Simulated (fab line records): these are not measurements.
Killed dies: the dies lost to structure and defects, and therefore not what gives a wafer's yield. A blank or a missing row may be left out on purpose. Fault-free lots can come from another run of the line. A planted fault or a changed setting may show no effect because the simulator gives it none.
Problem report in the 8D (eight disciplines) form, filled by code / flow ritCmos / the parts of the form that need people (team, actions taken, sign-off) are left out

## 1. WHAT IS WRONG
Mean SPACER_NITRIDE_THK at RIT_SPACER_THK_MEAS_04: 331.2 nm over 6 wafers in 2 lots; fault-free wafers: 249.8 nm, standard deviation 2.1. Measured from the usual mean, that is +39 standard deviations.
The first sign was on wafer L674.3 at day 5 06:05, on filmMetro-04. At this step, 42 wafers from 14 lots have a number in the record. By rule, "out" or "out of limits" means more than 4 standard deviations away from the usual mean. Any other wafer with a number is counted as sound.

## 2. WHAT IT IS AND WHAT IT IS NOT
question=which readings at this step | is=SPACER_NITRIDE_THK | is not=-
question=which lots | is=L674, L675 | is not=L663, L664, L665, L666, L667, L668, L669, L673, L681, L683, L684, L686
question=which wafers of those lots | is=all that have a number | is not=-
question=read on which gauges | is=filmMetro-01, filmMetro-04 | is not=filmMetro-03
question=when | is=from day 5 06:05 | is not=up to then (24 sound wafers); but 12 sound wafers of L681, L683, L684, L686 came after

## 3. SUSPECTS, AND WHAT RULES EACH OUT
Counting: a tool at a process step up to the reading stays a suspect if it ran every lot that is out and no sound lot after the first of them.
- the gauge at RIT_SPACER_THK_MEAS_04 has been ruled out. Those wafers that are out were read across 2 gauges (filmMetro-01, filmMetro-04).
- lpcvd-01 at RIT_SPACER_CVD_03 (deposits Si3N4 from SiH2Cl2/NH3, target thk 250 nm, time 3300 s): kept. All lots that are out passed through it, beginning with L674 at day 5 04:08, and no sound lot followed; its final sound lot before that point was L669 at day 4 07:01. Out on those wafers are its own readings of spikeTcCentreC, spikeTcLoadC, spikeTcSourceC, susceptorTempC.
Left after counting: lpcvd-01 at RIT_SPACER_CVD_03.

## 4. THE CAUSE (what the simulator had put in)
lpcvd-01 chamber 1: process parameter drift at RIT_SPACER_CVD_03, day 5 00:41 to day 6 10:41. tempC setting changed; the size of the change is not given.
This tool alone remained once counting was done.

## 5. THE CHAIN OF EFFECTS, in route order
One row per reading whose mean, taken over the struck wafers that have a number, lies over 3 standard deviations from the usual. Readings are gone through only where the record gives a usual standard deviation; hours: the median, over the lots, of the time from a lot's start at the first step in this table giving one to that lot's start at this step; sigmas: the change measured in usual standard deviations.
hours=0; step=RIT_SPACER_CVD_03; reading=spikeTcCentreC; usual=812.3 C; on struck wafers=830.3; change=+18.0; sigmas=+15
hours=0; step=RIT_SPACER_CVD_03; reading=spikeTcLoadC; usual=835.4 C; on struck wafers=850.2; change=+14.8; sigmas=+7.4
hours=0; step=RIT_SPACER_CVD_03; reading=spikeTcSourceC; usual=834.0 C; on struck wafers=851.9; change=+17.9; sigmas=+6.6
hours=0; step=RIT_SPACER_CVD_03; reading=susceptorTempC; usual=810.0 C; on struck wafers=825.9; change=+15.9; sigmas=+42
hours=2; step=RIT_SPACER_THK_MEAS_04; reading=SPACER_NITRIDE_THK; usual=249.8 nm; on struck wafers=331.2; change=+81.4; sigmas=+39
hours=2; step=RIT_SPACER_ETCHBACK_05; reading=oesProductAu; usual=0.842 a.u.; on struck wafers=1.001; change=+0.159; sigmas=+11
Here are the process steps it includes:
- RIT_SPACER_CVD_03: deposits Si3N4 from SiH2Cl2/NH3, target thk 250 nm, time 3300 s.
- RIT_SPACER_ETCHBACK_05: etches Si3N4 in SF6/CHF3, stops on SiO2, target depth 250 nm, time 240 s.

## 6. HOW IT WOULD HAVE BEEN CAUGHT EARLIER
5 hours passed between the start of the fault at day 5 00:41 and the first reading out of limits at a measuring or inspecting step in this record, taken at day 5 06:05.
The tool's own readings at RIT_SPACER_CVD_03 were out on every struck wafer that the step has a row for (spikeTcCentreC, spikeTcLoadC, spikeTcSourceC, susceptorTempC): an alarm limit on them would have fired on the first of those.
Among the 2 lots that are out, L675 began RIT_SPACER_CVD_03 on lpcvd-01 after day 5 06:05. Putting the tool on hold at that point would have spared it.
